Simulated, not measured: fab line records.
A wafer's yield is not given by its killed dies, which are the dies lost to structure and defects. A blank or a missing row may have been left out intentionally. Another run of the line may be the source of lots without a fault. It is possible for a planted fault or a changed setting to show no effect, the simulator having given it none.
fab line records || flow rit-cmos
record {"lots": 13, "wafers": 39, "last-day": 7}
route steps=202 shown PSD@150 M1@202
lots that met no fault: from a run of the same line without faults
start-h: start of the lot's first displayed wafer, in hours after the record's first day || wait-h: hours elapsed since this lot's preceding step || " same as the row above || L1.1+2: several wafers, shown together as one row || - either no value or no given start || * or withheld: withheld || < > ~ a bound
route shown NAME@n: NAME is a module with steps in the file, n the number in the route of the first one || usual: mean and standard deviation over wafers with no fault || same: alike in all rows || chamber/n: place in a boat || sites: readings site by site || _std_site: their standard deviation || _edge_site: outer sites' mean less inner sites' || radius-mm: for every site, how far away it sits from the centre of the wafer || mask NAME#n: copy n || behind: tool/chamber where the wafer was last shaped || hold: what put the lot on hold/how long, in hours/how the hold closed || device: the transistor (n, p or np) that didn't switch || end of line: the tests these same wafers got at the end of their route || a step with no rows: only its recipe || killed: count of dies lost to structure and defects at first sort (not the wafer's yield) || map: a wafer's dies, x killed, . not, _ none there
set.NAME: the setting the step ran with; set.NAME@STEP: the setting that earlier step ran with || model.NAME: the simulator's own value behind a step, which no gauge read
the route's steps for a sample of lots (tables are steps, rows are wafers)
services: when a tool's chamber went out of use (start-h, in hours from the record's first day, below 0 if earlier), for how many hours, and the reason
## steps
# step RIT_PSD_IMPLANT_08
# recipe {"species": "BF2", "energy-kev": 27, "dose-cm2": 5e+15, "tilt-deg": 7}
# usual {"dose-ions-cm2": "5e+15/5.7e+12"}
{"lot.wafer": "L420.3", "tool": "implanter-04", "chamber": 0, "start-h": 53.59, "wait-h": 0.1, "dose-ions-cm2": 5.007e+15}
{"lot.wafer": "L420.4", "tool": "implanter-04", "chamber": 0, "start-h": 53.59, "wait-h": 0.1, "dose-ions-cm2": 4.999e+15}
{"lot.wafer": "L420.6", "tool": "implanter-04", "chamber": 0, "start-h": 53.59, "wait-h": 0.1, "dose-ions-cm2": 5.004e+15}
{"lot.wafer": "L421.2", "tool": "implanter-02", "chamber": 0, "start-h": 60.54, "wait-h": 0.1, "dose-ions-cm2": 5.007e+15}
{"lot.wafer": "L421.4", "tool": "implanter-02", "chamber": 0, "start-h": 60.54, "wait-h": 0.1, "dose-ions-cm2": 5e+15}
{"lot.wafer": "L421.6", "tool": "implanter-02", "chamber": 0, "start-h": 60.54, "wait-h": 0.1, "dose-ions-cm2": 4.993e+15}
{"lot.wafer": "L422.1", "tool": "implanter-02", "chamber": 0, "start-h": 64.02, "wait-h": 0.1, "dose-ions-cm2": 5.001e+15}
{"lot.wafer": "L422.3", "tool": "implanter-02", "chamber": 0, "start-h": 64.02, "wait-h": 0.1, "dose-ions-cm2": 5.003e+15}
{"lot.wafer": "L422.6", "tool": "implanter-02", "chamber": 0, "start-h": 64.02, "wait-h": 0.1, "dose-ions-cm2": 5.01e+15}
{"lot.wafer": "L423.1", "tool": "implanter-02", "chamber": 0, "start-h": 67.26, "wait-h": 0.1, "dose-ions-cm2": 5.006e+15}
{"lot.wafer": "L423.3", "tool": "implanter-02", "chamber": 0, "start-h": 67.26, "wait-h": 0.1, "dose-ions-cm2": 4.999e+15}
{"lot.wafer": "L423.6", "tool": "implanter-02", "chamber": 0, "start-h": 67.26, "wait-h": 0.1, "dose-ions-cm2": 4.997e+15}
{"lot.wafer": "L424.1", "tool": "implanter-02", "chamber": 0, "start-h": 80.67, "wait-h": 0.1, "dose-ions-cm2": 5e+15}
{"lot.wafer": "L424.5", "tool": "implanter-02", "chamber": 0, "start-h": 80.67, "wait-h": 0.1, "dose-ions-cm2": 5.003e+15}
{"lot.wafer": "L424.6", "tool": "implanter-02", "chamber": 0, "start-h": 80.67, "wait-h": 0.1, "dose-ions-cm2": 4.995e+15}
{"lot.wafer": "L425.1", "tool": "implanter-02", "chamber": 0, "start-h": 86.44, "wait-h": 0.1, "dose-ions-cm2": 4.998e+15}
{"lot.wafer": "L425.2", "tool": "implanter-02", "chamber": 0, "start-h": 86.44, "wait-h": 0.1, "dose-ions-cm2": 5.002e+15}
{"lot.wafer": "L425.4", "tool": "implanter-02", "chamber": 0, "start-h": 86.44, "wait-h": 0.1, "dose-ions-cm2": 4.999e+15}
{"lot.wafer": "L426.2", "tool": "implanter-03", "chamber": 0, "start-h": 86.51, "wait-h": 0.1, "dose-ions-cm2": 5.005e+15}
{"lot.wafer": "L426.4", "tool": "implanter-03", "chamber": 0, "start-h": 86.51, "wait-h": 0.1, "dose-ions-cm2": 5.003e+15}
{"lot.wafer": "L426.6", "tool": "implanter-03", "chamber": 0, "start-h": 86.51, "wait-h": 0.1, "dose-ions-cm2": 4.999e+15}
{"lot.wafer": "L427.2", "tool": "implanter-02", "chamber": 0, "start-h": 89.90, "wait-h": 0.1, "dose-ions-cm2": 4.877e+15}
{"lot.wafer": "L427.3", "tool": "implanter-02", "chamber": 0, "start-h": 89.90, "wait-h": 0.1, "dose-ions-cm2": 4.877e+15}
{"lot.wafer": "L427.4", "tool": "implanter-02", "chamber": 0, "start-h": 89.90, "wait-h": 0.1, "dose-ions-cm2": 4.876e+15}
{"lot.wafer": "L434.2", "tool": "implanter-04", "chamber": 0, "start-h": 123.51, "wait-h": 0.1, "dose-ions-cm2": 5.001e+15}
{"lot.wafer": "L434.3", "tool": "implanter-04", "chamber": 0, "start-h": 123.51, "wait-h": 0.1, "dose-ions-cm2": 4.999e+15}
{"lot.wafer": "L434.5", "tool": "implanter-04", "chamber": 0, "start-h": 123.51, "wait-h": 0.1, "dose-ions-cm2": 5.001e+15}
{"lot.wafer": "L435.1", "tool": "implanter-02", "chamber": 0, "start-h": 128.31, "wait-h": 0.1, "dose-ions-cm2": 4.889e+15}
{"lot.wafer": "L435.3", "tool": "implanter-02", "chamber": 0, "start-h": 128.31, "wait-h": 0.1, "dose-ions-cm2": 4.887e+15}
{"lot.wafer": "L435.4", "tool": "implanter-02", "chamber": 0, "start-h": 128.31, "wait-h": 0.1, "dose-ions-cm2": 4.879e+15}
{"lot.wafer": "L437.3", "tool": "implanter-04", "chamber": 0, "start-h": 140.36, "wait-h": 0.1, "dose-ions-cm2": 5.004e+15}
{"lot.wafer": "L437.4", "tool": "implanter-04", "chamber": 0, "start-h": 140.36, "wait-h": 0.1, "dose-ions-cm2": 4.999e+15}
{"lot.wafer": "L437.5", "tool": "implanter-04", "chamber": 0, "start-h": 140.36, "wait-h": 0.1, "dose-ions-cm2": 5.008e+15}
{"lot.wafer": "L438.1", "tool": "implanter-03", "chamber": 0, "start-h": 145.15, "wait-h": 0.1, "dose-ions-cm2": 4.996e+15}
{"lot.wafer": "L438.4", "tool": "implanter-03", "chamber": 0, "start-h": 145.15, "wait-h": 0.1, "dose-ions-cm2": 4.989e+15}
{"lot.wafer": "L438.5", "tool": "implanter-03", "chamber": 0, "start-h": 145.15, "wait-h": 0.1, "dose-ions-cm2": 4.999e+15}
{"lot.wafer": "L439.1", "tool": "implanter-04", "chamber": 0, "start-h": 150.96, "wait-h": 0.1, "dose-ions-cm2": 4.986e+15}
{"lot.wafer": "L439.2", "tool": "implanter-04", "chamber": 0, "start-h": 150.96, "wait-h": 0.1, "dose-ions-cm2": 4.994e+15}
{"lot.wafer": "L439.3", "tool": "implanter-04", "chamber": 0, "start-h": 150.96, "wait-h": 0.1, "dose-ions-cm2": 4.999e+15}
# step RIT_M1_PROBE_99
# usual {"killed-at-contacts": "0.1/0.32", "killed-at-front-end": "6/3.1", "killed-dies": "7/3.2", "killed-open": "3.1/1.9", "killed-short": "3.5/2.2"}
# same {"gross-dies": 264, "killed_at_M0_to_M3": 0, "killed_at_M4_up": 0, "killed-at-back-side": 0, "killed-at-other": 0}
{"lot.wafer": "L420.3", "tool": "prober-01", "chamber": "-", "start-h": 61.72, "wait-h": 0.2, "killed-at-contacts": 0, "killed-at-front-end": 8, "killed-dies": 8, "killed-open": 4, "killed-short": 4}
{"lot.wafer": "L420.4", "tool": "prober-01", "chamber": "-", "start-h": 61.77, "wait-h": 0.2, "killed-at-contacts": 0, "killed-at-front-end": 7, "killed-dies": 7, "killed-open": 3, "killed-short": 4}
{"lot.wafer": "L420.6", "tool": "prober-01", "chamber": "-", "start-h": 61.87, "wait-h": 0.2, "killed-at-contacts": 0, "killed-at-front-end": 8, "killed-dies": 8, "killed-open": 3, "killed-short": 5}
{"lot.wafer": "L423.1", "tool": "prober-01", "chamber": "-", "start-h": 75.97, "wait-h": 0.1, "killed-at-contacts": 0, "killed-at-front-end": 5, "killed-dies": 5, "killed-open": 2, "killed-short": 3}
{"lot.wafer": "L423.3", "tool": "prober-01", "chamber": "-", "start-h": 76.07, "wait-h": 0.2, "killed-at-contacts": 0, "killed-at-front-end": 4, "killed-dies": 4, "killed-open": 2, "killed-short": 2}
{"lot.wafer": "L423.6", "tool": "prober-01", "chamber": "-", "start-h": 76.22, "wait-h": 0.2, "killed-at-contacts": 1, "killed-at-front-end": 1, "killed-dies": 2, "killed-open": 2, "killed-short": 0}
{"lot.wafer": "L425.1", "tool": "prober-01", "chamber": "-", "start-h": 94.56, "wait-h": 0.1, "killed-at-contacts": 0, "killed-at-front-end": 7, "killed-dies": 7, "killed-open": 5, "killed-short": 2}
{"lot.wafer": "L425.2", "tool": "prober-01", "chamber": "-", "start-h": 94.61, "wait-h": 0.1, "killed-at-contacts": 0, "killed-at-front-end": 5, "killed-dies": 5, "killed-open": 4, "killed-short": 1}
{"lot.wafer": "L425.4", "tool": "prober-01", "chamber": "-", "start-h": 94.71, "wait-h": 0.2, "killed-at-contacts": 0, "killed-at-front-end": 3, "killed-dies": 3, "killed-open": 0, "killed-short": 3}
{"lot.wafer": "L427.2", "tool": "prober-01", "chamber": "-", "start-h": 98.25, "wait-h": 0.1, "killed-at-contacts": 0, "killed-at-front-end": 6, "killed-dies": 6, "killed-open": 4, "killed-short": 2}
{"lot.wafer": "L427.3", "tool": "prober-01", "chamber": "-", "start-h": 98.30, "wait-h": 0.2, "killed-at-contacts": 0, "killed-at-front-end": 7, "killed-dies": 7, "killed-open": 3, "killed-short": 4}
{"lot.wafer": "L427.4", "tool": "prober-01", "chamber": "-", "start-h": 98.35, "wait-h": 0.2, "killed-at-contacts": 0, "killed-at-front-end": 5, "killed-dies": 5, "killed-open": 3, "killed-short": 2}
{"lot.wafer": "L434.2", "tool": "prober-02", "chamber": "-", "start-h": 131.76, "wait-h": 0.1, "killed-at-contacts": 0, "killed-at-front-end": 10, "killed-dies": 10, "killed-open": 1, "killed-short": 9}
{"lot.wafer": "L434.3", "tool": "prober-02", "chamber": "-", "start-h": 131.81, "wait-h": 0.2, "killed-at-contacts": 0, "killed-at-front-end": 1, "killed-dies": 1, "killed-open": 1, "killed-short": 0}
{"lot.wafer": "L434.5", "tool": "prober-02", "chamber": "-", "start-h": 131.91, "wait-h": 0.2, "killed-at-contacts": 0, "killed-at-front-end": 4, "killed-dies": 4, "killed-open": 2, "killed-short": 2}
{"lot.wafer": "L438.1", "tool": "prober-02", "chamber": "-", "start-h": 153.35, "wait-h": 0.1, "killed-at-contacts": 0, "killed-at-front-end": 3, "killed-dies": 3, "killed-open": 2, "killed-short": 1}
{"lot.wafer": "L438.4", "tool": "prober-02", "chamber": "-", "start-h": 153.50, "wait-h": 0.2, "killed-at-contacts": 0, "killed-at-front-end": 3, "killed-dies": 3, "killed-open": 1, "killed-short": 2}
{"lot.wafer": "L438.5", "tool": "prober-02", "chamber": "-", "start-h": 153.55, "wait-h": 0.2, "killed-at-contacts": 0, "killed-at-front-end": 6, "killed-dies": 6, "killed-open": 4, "killed-short": 2}
# killed by level:class
L420.3 GATE:geometric-particle:open=3 GATE:geometric-particle:short=2 SILICIDE:geometric-particle:short=2 FOX1:geometric-particle:open=1
L420.4 GATE:geometric-particle:short=4 GATE:geometric-particle:open=3
L420.6 GATE:geometric-particle:short=4 REOX:geometric-particle:open=2 GATE:geometric-particle:open=1 REOX:geometric-particle:short=1
L423.1 GATE:geometric-particle:short=2 GATE:geometric-particle:open=1 REOX:geometric-particle:open=1 SPACER:geometric-particle:short=1
L423.3 GATE:geometric-particle:open=1 GATE:geometric-particle:short=1 REOX:geometric-particle:open=1 SPACER:geometric-particle:short=1
L423.6 REOX:geometric-particle:open=1 CONTACT:geometric-particle:open=1
L425.1 REOX:geometric-particle:open=4 GATE:geometric-particle:short=1 SPACER:geometric-particle:short=1 SPACER:geometric-particle:open=1
L425.2 REOX:geometric-particle:open=3 GATE:geometric-particle:open=1 REOX:geometric-particle:short=1
L425.4 FOX1:geometric-particle:short=1 GATE:geometric-particle:short=1 REOX:geometric-particle:short=1
L427.2 SILICIDE:geometric-particle:open=2 FOX1:geometric-particle:short=1 FOX1:geometric-particle:open=1 GATE:geometric-particle:open=1 GATE:geometric-particle:short=1
L427.3 FOX1:geometric-particle:short=3 GATE:geometric-particle:open=2 GATE:geometric-particle:short=1 SILICIDE:geometric-particle:open=1
L427.4 FOX1:geometric-particle:open=1 GATE:geometric-particle:short=1 GATE:geometric-particle:open=1 REOX:geometric-particle:short=1 SPACER:geometric-particle:open=1
L434.2 REOX:geometric-particle:short=4 GATE:geometric-particle:short=3 FOX1:geometric-particle:short=1 FOX2:geometric-particle:open=1 SILICIDE:geometric-particle:short=1
L434.3 REOX:geometric-particle:open=1
L434.5 GATE:geometric-particle:short=2 SPACER:geometric-particle:open=1 SILICIDE:geometric-particle:open=1
L438.1 FOX1:geometric-particle:short=1 FOX1:geometric-particle:open=1 REOX:geometric-particle:open=1
L438.4 GATE:geometric-particle:short=2 GATE:geometric-particle:open=1
L438.5 SPACER:geometric-particle:open=2 FOX1:geometric-particle:short=1 FOX1:geometric-particle:open=1 GATE:geometric-particle:short=1 GATE:geometric-particle:open=1
## services
{"tool": "implanter-02", "chamber": "-", "start-h": 65.25, "hours": 1.1, "kind": "repair"}
{"tool": "implanter-03", "chamber": "-", "start-h": 114.12, "hours": 2.9, "kind": "pm"}
{"tool": "implanter-02", "chamber": "-", "start-h": 146.01, "hours": 7.7, "kind": "repair"}
{"tool": "implanter-02", "chamber": "-", "start-h": 146.70, "hours": 2.6, "kind": "repair"}
## key
first-sign {"step": "RIT_PSD_IMPLANT_08", "reading": "dose-ions-cm2", "direction": "down", "sigmas": 21, "usual": 5e+15, "struck": 4.881e+15}
effect none on later readings
met-at RIT_PSD_IMPLANT_08
struck-lots L427,L435
tester-left-out L427,L435
onset-between 86.44 89.90
fault {"kind": "process-parameter-drift", "tool": "implanter-02", "chamber": "-", "onset-h": 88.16, "steps": "RIT_PSD_IMPLANT_08", "channel": "dose-cm2", "offset": -1.1598e+14, "shape": "step", "end-h": 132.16, "acts-in": "these-recipes-only", "stated": 5e+15}
# tester-left-out: of these lots the tester's yield and bins aren't shown, on N5 and GAA mostly nor the transistor test; their killed dies are dies lost to structure and defects alone, not to doping, threshold or leakage, so they don't give the yield
